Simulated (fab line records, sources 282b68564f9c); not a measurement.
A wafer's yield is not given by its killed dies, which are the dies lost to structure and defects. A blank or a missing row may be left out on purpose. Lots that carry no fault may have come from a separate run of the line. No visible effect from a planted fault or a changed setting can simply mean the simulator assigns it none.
8D (eight disciplines) problem report, filled in by code :: flow rit_cmos :: the parts of the form that need people (team, actions taken, sign-off) are left out

== 1. THE PROBLEM ==
Mean NSD_TW at RIT_NSD_TW_MEAS_10: 2496 over 6 wafers in 2 lots; fault-free wafers: 3126, standard deviation 24. Relative to the usual mean, that is a shift of -26 standard deviations.
First observed at day 6 08:32: wafer L930.2, on film_metro-01. The record has a number at this step for 42 wafers belonging to 14 lots. By rule, "out" or "out of limits" means more than 4 standard deviations away from the usual mean. Any other wafer with a number is counted as sound.

== 2. WHAT IT IS, AND WHAT IT ISN'T ==
question: which readings at this step
is: NSD_TW
is not: -

question: which lots
is: L930, L931
is not: L918, L919, L920, L922, L923, L924, L925, L926, L927, L932, L933, L939

question: which wafers of those lots
is: all that have a number
is not: -

question: read on which gauges
is: film_metro-01, film_metro-03
is not: film_metro-02

question: when
is: from day 6 08:32
is not: up to then (27 sound wafers); but 9 sound wafers of L932, L933, L939 came after

== 3. THE SUSPECTS, EACH WITH WHAT RULES IT OUT ==
Counting: a tool at any process step up to the reading remains a suspect when it ran all the lots that are out and ran no sound lot after the first of those.
- the gauge at RIT_NSD_TW_MEAS_10 is ruled out. 2 gauges (film_metro-01, film_metro-03) read the wafers that are out.
- implanter-01 at RIT_NSD_IMPLANT_08: kept. It processed each lot that is out, first L930 at day 6 08:13, and no sound lot thereafter; up to then, the last sound lot it processed was L927 at day 5 12:14. On those wafers its own readings are out: dose_ions_cm2, faraday_current_uA.
After counting, what remains is implanter-01 at RIT_NSD_IMPLANT_08.

== 4. THE CAUSE (what the simulator had put in) ==
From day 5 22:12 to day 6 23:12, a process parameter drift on implanter-01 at RIT_NSD_IMPLANT_08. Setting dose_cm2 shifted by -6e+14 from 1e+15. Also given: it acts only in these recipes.
After counting, this tool was the only one left.

== 5. THE CHAIN OF EFFECTS, in route order ==
Each row: a reading where the mean over the struck wafers with a number is more than 3 standard deviations away from the usual. Only readings whose record carries a usual standard deviation are examined. hours: median over the lots of the time between each lot's start at the first step of this table that gives one and its start at this step. sigmas: the change, counted in usual standard deviations.
hours: 0
step: RIT_NSD_IMPLANT_08
reading: dose_ions_cm2
usual: 1e+15
on struck wafers: 4e+14
change: -6e+14
sigmas: -99 or more

hours: 0
step: RIT_NSD_IMPLANT_08
reading: end_station_pressure_torr
usual: 7.5e-06 Torr
on struck wafers: 6.1e-06
change: -1.4e-06
sigmas: -3.4

hours: 0
step: RIT_NSD_IMPLANT_08
reading: faraday_current_uA
usual: 3132
on struck wafers: 1286
change: -1846
sigmas: -28

hours: 0
step: RIT_NSD_TW_MEAS_10
reading: NSD_TW
usual: 3126
on struck wafers: 2496
change: -630
sigmas: -26

hours: 2
step: RIT_SDANNEAL_RS_MEAS_05
reading: NSD_RS
usual: 84.61 ohm/sq
on struck wafers: 176.29
change: +91.68
sigmas: +99 or more
It contains these process steps:
- RIT_NSD_IMPLANT_08
Later measuring or inspecting steps at which every struck wafer that the step has a row for has a number for every such reading, and none has moved that far: RIT_M1_BOW_MEAS_16.

== 6. HOW IT WOULD HAVE BEEN CAUGHT EARLIER ==
10 hours passed between the start of the fault at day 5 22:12 and the first reading out of limits at a measuring or inspecting step in this record, taken at day 6 08:32.
Tool's own readings at RIT_NSD_IMPLANT_08, dose_ions_cm2, faraday_current_uA: out on all struck wafers the step has rows for; an alarm limit on them would have tripped on the first.
L931, from the lots that are out (2), started RIT_NSD_IMPLANT_08 on implanter-01 later than day 6 08:32. It would have been spared by a hold on the tool at that moment.
